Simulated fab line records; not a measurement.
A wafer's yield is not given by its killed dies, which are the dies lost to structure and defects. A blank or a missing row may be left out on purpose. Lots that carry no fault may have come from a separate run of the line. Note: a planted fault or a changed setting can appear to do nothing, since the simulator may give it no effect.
fab line records + flow rit-cmos
record
- lots=14
- wafers=42
- last-day=7
route steps=202 shown PLDD@122
lots that met no fault: taken from a fault-free run of the same line
start-h: hours from the record's opening day to when the first of the lot's shown wafers began + wait-h: time in hours since the lot's previous step + " unchanged from the row above + L1.1+2: one row covering several wafers at once + - no value, or no start given + * or withheld: withheld + < > ~ a bound
route shown NAME@n: a module of which the file shows steps, and the number in the route of the first + usual: average and standard deviation across the fault-free wafers + same: alike in all rows + chamber/n: place in a boat + sites: readings site by site + _std_site: the standard deviation of these + _edge_site: the outer-site mean with the inner-site mean subtracted + radius-mm: how far each site lies from the wafer's centre + mask NAME#n: copy n + behind: the last tool/chamber to shape the wafer + hold: why the lot was held/for how many hours/how that ended + device: the n, p or np transistor that did not switch + end of line: tests of these same wafers at the route's end + step lacking rows: just its recipe + killed: count of dies lost to structure and defects at first sort (not the wafer's yield) + map: shows each die of a wafer: x if killed, . if not, _ if none is there
set.NAME: the setting that was run; set.NAME@STEP: the one run at that earlier step + model.NAME: the simulator's own value behind a step, which no gauge read
the route's steps for a sample of lots (tables are steps, rows are wafers)
services: when a tool's chamber went out of use (start-h, in hours from the record's first day, below 0 if earlier), for how many hours, and the reason
## steps
# step RIT_PLDD_IMPLANT_08
# recipe
- species=BF2
- energy-kev=20
- dose-cm2=9e+14
- tilt-deg=7
# usual
- beam-energy-keV=20.000/0.0059
| lot.wafer | tool         | chamber | start-h | wait-h | beam-energy-keV |
|-----------|--------------|---------|---------|--------|-----------------|
| L282.2    | implanter-04 | 0       | 50.15   | 0.1    | 20.003          |
| L282.5    | "            | 0       | "       | "      | 19.993          |
| L282.6    | "            | 0       | "       | "      | 19.997          |
| L283.1    | implanter-03 | 0       | 58.41   | 0.1    | 19.998          |
| L283.3    | "            | 0       | "       | "      | 19.992          |
| L283.4    | "            | 0       | "       | "      | 19.996          |
| L284.3    | implanter-01 | 0       | 58.79   | 0.1    | 20.003          |
| L284.5    | "            | 0       | "       | "      | 20.002          |
| L284.6    | "            | 0       | "       | "      | 19.988          |
| L285.2    | implanter-04 | 0       | 68.31   | 0.1    | 20.015          |
| L285.5    | "            | 0       | "       | "      | 20.006          |
| L285.6    | "            | 0       | "       | "      | 20.006          |
| L286.3    | implanter-03 | 0       | 76.06   | 0.1    | 20.006          |
| L286.4    | "            | 0       | "       | "      | 20.014          |
| L286.6    | "            | 0       | "       | "      | 20.004          |
| L287.1    | implanter-03 | 0       | 78.69   | 0.1    | 19.996          |
| L287.3    | "            | 0       | "       | "      | 19.993          |
| L287.5    | "            | 0       | "       | "      | 19.996          |
| L288.3    | implanter-01 | 0       | 78.93   | 0.1    | 20.002          |
| L288.4    | "            | 0       | "       | "      | 20.000          |
| L288.6    | "            | 0       | "       | "      | 19.997          |
| L289.1    | implanter-04 | 0       | 93.27   | 0.1    | 19.993          |
| L289.2    | "            | 0       | "       | "      | 20.001          |
| L289.3    | "            | 0       | "       | "      | 19.999          |
| L290.1    | implanter-01 | 0       | 95.16   | 0.1    | 20.018          |
| L290.5    | "            | 0       | "       | "      | 20.009          |
| L290.6    | "            | 0       | "       | "      | 20.004          |
| L293.2    | implanter-04 | 0       | 109.32  | 0.1    | 20.002          |
| L293.3    | "            | 0       | "       | "      | 20.008          |
| L293.6    | "            | 0       | "       | "      | 19.996          |
| L294.3    | implanter-03 | 0       | 109.59  | 0.1    | 16.392          |
| L294.4    | "            | 0       | "       | "      | 16.409          |
| L294.5    | "            | 0       | "       | "      | 16.404          |
| L296.3    | implanter-04 | 0       | 127.68  | 0.1    | 19.991          |
| L296.4    | "            | 0       | "       | "      | 19.997          |
| L296.6    | "            | 0       | "       | "      | 19.997          |
| L298.1    | implanter-04 | 0       | 130.06  | 0.1    | 20.002          |
| L298.4    | "            | 0       | "       | "      | 20.002          |
| L298.5    | "            | 0       | "       | "      | 20.006          |
| L300.2    | implanter-03 | 0       | 148.55  | 0.1    | 16.401          |
| L300.5    | "            | 0       | "       | "      | 16.388          |
| L300.6    | "            | 0       | "       | "      | 16.400          |
# step RIT_PLDD_TW_MEAS_10
# usual
- PLDD_TW=2356/20
| lot.wafer | tool          | chamber | start-h | wait-h | PLDD_TW |
|-----------|---------------|---------|---------|--------|---------|
| L282.2    | film-metro-02 | -       | 50.46   | 0.1    | 2391    |
| L282.5    | "             | -       | "       | "      | 2380    |
| L282.6    | "             | -       | "       | "      | 2382    |
| L283.1    | film-metro-03 | -       | 58.73   | 0.1    | 2373    |
| L283.3    | "             | -       | "       | "      | 2389    |
| L283.4    | "             | -       | "       | "      | 2388    |
| L284.3    | film-metro-01 | -       | 59.08   | 0.1    | 2332    |
| L284.5    | "             | -       | "       | "      | 2337    |
| L284.6    | "             | -       | "       | "      | 2337    |
| L285.2    | film-metro-02 | -       | 68.62   | 0.1    | 2380    |
| L285.5    | "             | -       | "       | "      | 2383    |
| L285.6    | "             | -       | "       | "      | 2380    |
| L286.3    | film-metro-03 | -       | 76.36   | 0.1    | 2401    |
| L286.4    | "             | -       | "       | "      | 2396    |
| L286.6    | "             | -       | "       | "      | 2399    |
| L287.1    | film-metro-01 | -       | 79.02   | 0.1    | 2337    |
| L287.3    | "             | -       | "       | "      | 2337    |
| L287.5    | "             | -       | "       | "      | 2345    |
| L288.3    | film-metro-03 | -       | 79.22   | 0.1    | 2387    |
| L288.4    | "             | -       | "       | "      | 2385    |
| L288.6    | "             | -       | "       | "      | 2400    |
| L289.1    | film-metro-02 | -       | 93.60   | 0.1    | 2338    |
| L289.2    | "             | -       | "       | "      | 2346    |
| L289.3    | "             | -       | "       | "      | 2358    |
| L290.1    | film-metro-01 | -       | 95.48   | 0.1    | 2339    |
| L290.5    | "             | -       | "       | "      | 2333    |
| L290.6    | "             | -       | "       | "      | 2341    |
| L293.2    | film-metro-02 | -       | 109.63  | 0.1    | 2350    |
| L293.3    | "             | -       | "       | "      | 2352    |
| L293.6    | "             | -       | "       | "      | 2353    |
| L294.3    | film-metro-01 | -       | 109.88  | 0.1    | 2214    |
| L294.4    | "             | -       | "       | "      | 2206    |
| L294.5    | "             | -       | "       | "      | 2200    |
| L296.3    | film-metro-01 | -       | 127.98  | 0.1    | 2342    |
| L296.4    | "             | -       | "       | "      | 2345    |
| L296.6    | "             | -       | "       | "      | 2331    |
| L298.1    | film-metro-02 | -       | 130.38  | 0.1    | 2345    |
| L298.4    | "             | -       | "       | "      | 2358    |
| L298.5    | "             | -       | "       | "      | 2360    |
| L300.2    | film-metro-01 | -       | 148.86  | 0.1    | 2206    |
| L300.5    | "             | -       | "       | "      | 2207    |
| L300.6    | "             | -       | "       | "      | 2206    |
# step RIT_SDANNEAL_RS_MEAS_06
# recipe
- thk-meas-gauge=four-point-probe
# usual
- PLDD_RS=178.7/0.52
| lot.wafer | tool          | chamber | start-h | wait-h | PLDD_RS[ohm/sq] |
|-----------|---------------|---------|---------|--------|-----------------|
| L282.2    | film-metro-01 | -       | 56.67   | 0.1    | 179.3           |
| L282.5    | "             | -       | "       | "      | 179.7           |
| L282.6    | "             | -       | "       | "      | 179.1           |
| L284.3    | film-metro-02 | -       | 65.31   | 0.1    | 178.3           |
| L284.5    | "             | -       | "       | "      | 178.6           |
| L284.6    | "             | -       | "       | "      | 178.3           |
| L283.1    | film-metro-01 | -       | 66.04   | 0.1    | 179.0           |
| L283.3    | "             | -       | "       | "      | 179.0           |
| L283.4    | "             | -       | "       | "      | 178.3           |
| L285.2    | film-metro-01 | -       | 77.31   | 0.1    | 179.0           |
| L285.5    | "             | -       | "       | "      | 179.1           |
| L285.6    | "             | -       | "       | "      | 179.1           |
| L286.3    | film-metro-03 | -       | 83.75   | 0.1    | 178.4           |
| L286.4    | "             | -       | "       | "      | 178.6           |
| L286.6    | "             | -       | "       | "      | 178.4           |
| L287.1    | film-metro-03 | -       | 86.46   | 0.1    | 178.4           |
| L287.3    | "             | -       | "       | "      | 178.3           |
| L287.5    | "             | -       | "       | "      | 178.1           |
| L288.3    | film-metro-02 | -       | 86.71   | 0.1    | 178.7           |
| L288.4    | "             | -       | "       | "      | 178.8           |
| L288.6    | "             | -       | "       | "      | 178.8           |
| L289.1    | film-metro-02 | -       | 102.26  | 0.1    | 179.4           |
| L289.2    | "             | -       | "       | "      | 179.3           |
| L289.3    | "             | -       | "       | "      | 179.3           |
| L290.1    | film-metro-02 | -       | 105.07  | 0.1    | 178.6           |
| L290.5    | "             | -       | "       | "      | 178.1           |
| L290.6    | "             | -       | "       | "      | 178.4           |
| L293.2    | film-metro-02 | -       | 118.87  | 0.1    | 178.6           |
| L293.3    | "             | -       | "       | "      | 178.7           |
| L293.6    | "             | -       | "       | "      | 178.1           |
| L294.3    | film-metro-01 | -       | 119.36  | 0.1    | 191.7           |
| L294.4    | "             | -       | "       | "      | 191.3           |
| L294.5    | "             | -       | "       | "      | 191.8           |
| L296.3    | film-metro-03 | -       | 137.15  | 0.1    | 178.8           |
| L296.4    | "             | -       | "       | "      | 178.3           |
| L296.6    | "             | -       | "       | "      | 178.6           |
| L298.1    | film-metro-02 | -       | 143.39  | 0.1    | 179.5           |
| L298.4    | "             | -       | "       | "      | 179.2           |
| L298.5    | "             | -       | "       | "      | 179.0           |
| L300.2    | film-metro-03 | -       | 156.42  | 0.1    | 191.3           |
| L300.5    | "             | -       | "       | "      | 191.1           |
| L300.6    | "             | -       | "       | "      | 191.3           |
## services
| tool         | chamber | start-h | hours | kind   |
|--------------|---------|---------|-------|--------|
| implanter-04 | -       | 30.57   | 3.9   | repair |
| implanter-03 | -       | 122.56  | 1.8   | repair |
| implanter-04 | -       | 125.08  | 2.3   | repair |
## key
first-sign
- step=RIT_PLDD_IMPLANT_08
- reading=beam-energy-keV
- direction=down
- sigmas=99+
- usual=20.000
- struck=16.399
effect
- step=RIT_PLDD_TW_MEAS_10
- reading=PLDD_TW
- direction=down
- sigmas=7.4
- usual=2356
- struck=2206
effect
- step=RIT_SDANNEAL_RS_MEAS_06
- reading=PLDD_RS
- direction=up
- sigmas=24
- usual=178.7
- struck=191.4
met-at RIT_PLDD_IMPLANT_08
struck-lots L294,L300
tester-left-out L294,L300
onset-between 78.69 109.59
fault
- kind=process-parameter-drift
- tool=implanter-03
- chamber=-
- onset-h=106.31
- steps=RIT_PLDD_IMPLANT_08
- channel=energy-kev
- offset=-3.6
- shape=step
- end-h=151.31
- acts-in=these-recipes-only
- stated=20
# tester-left-out: of these lots the tester's yield and bins aren't shown, on N5 and GAA mostly nor the transistor test; their killed dies are dies lost to structure and defects alone, not to doping, threshold or leakage, so they don't give the yield
